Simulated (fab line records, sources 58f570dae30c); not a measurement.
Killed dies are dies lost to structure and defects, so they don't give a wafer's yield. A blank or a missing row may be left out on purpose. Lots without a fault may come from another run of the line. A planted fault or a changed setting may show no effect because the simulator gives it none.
One fault seen from 2 desks | flow berkeley_cmos170 | each desk has only its own numbers; what lay behind them comes last

THE TOOL OWNER'S DESK: rie_si-02
The tool's own readings at UCB170_GATE_ETCH_15 (etches poly-Si in HBr/Cl2, stops on SiO2, time 56.3 s, target depth 278.2 nm): means of the sampled wafers that have a number, for each lot that ran on this tool. A lot is out of limits, marked OUT, if its mean lies more than 4 standard deviations from the usual mean; the brackets give that distance.
Columns: A = drypump_motor_current_A at UCB170_GATE_ETCH_15, usual 5.5 A; B = oes_product_au at UCB170_GATE_ETCH_15, usual 0.837 a.u.; C = run_length_s at UCB170_GATE_ETCH_15, usual 84.7 s; D = throttle_valve_pct at UCB170_GATE_ETCH_15, usual 26.33 %
lot  | first seen here | A   | B               | C              | D
L522 | day 5 20:36     | 5.7 | 0.845           | 84.8           | 26.41
L534 | day 8 03:12     | 5.8 | 1.004 (+17) OUT | 74.6 (-21) OUT | 26.42
L537 | day 8 22:51     | 5.7 | 1.013 (+18) OUT | 74.1 (-22) OUT | 26.29
L535 | day 9 03:08     | 5.6 | 1.010 (+17) OUT | 73.9 (-23) OUT | 26.52
This desk's finding: out of limits on L534, L535, L537; first on L534, day 8 03:12 (oes_product_au at UCB170_GATE_ETCH_15). In limits: L522.

THE METROLOGY DESK
What the gauges read, lot by lot, whatever tool the lot ran on: means of the sampled wafers that have a number. A lot is out of limits, marked OUT, if its mean lies more than 4 standard deviations from the usual mean; the brackets give that distance.
Columns: A = GATE_POLY_THK at UCB170_GATE_THK_MEAS_05, usual 214.2 nm; B = cd_nm at UCB170_GATE_CD_MEAS_12, usual 349.4 nm; C = GATE_OVL at UCB170_GATE_OVL_MEAS_13, usual -3 nm
lot  | first seen here | A     | B     | C
L522 | day 5 19:07     | 215.9 | 351.5 | -13
L529 | day 7 01:36     | 210.7 | 348.2 | -3
L534 | day 8 02:07     | 215.0 | 351.8 | -9
L537 | day 8 20:53     | 214.0 | 348.4 | 4
L535 | day 9 01:11     | 212.3 | 348.6 | -6
L542 | day 9 21:23     | 212.1 | 349.8 | -3
L545 | day 10 14:15    | 213.2 | 350.5 | -6
This desk's finding: nothing out of limits on any of the 7 lots.

PUT TOGETHER
The tool owner's desk could have raised an alarm at day 8 03:12, on L534, L535, L537.
The metrology desk saw nothing out of limits.
The metrology desk has L534, L535, L537 on record, within its limits.
Of the lots named, all ran UCB170_GATE_ETCH_15 on rie_si-02.

WHAT THE SIMULATOR HAD PUT IN
Process parameter drift: rie_si-02, from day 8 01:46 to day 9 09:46, at UCB170_GATE_ETCH_15. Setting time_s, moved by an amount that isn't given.
Lots struck among those shown: L534, L535, L537.
Hours from the fault's start to each desk's first reading out of limits: the tool owner's desk, 1.
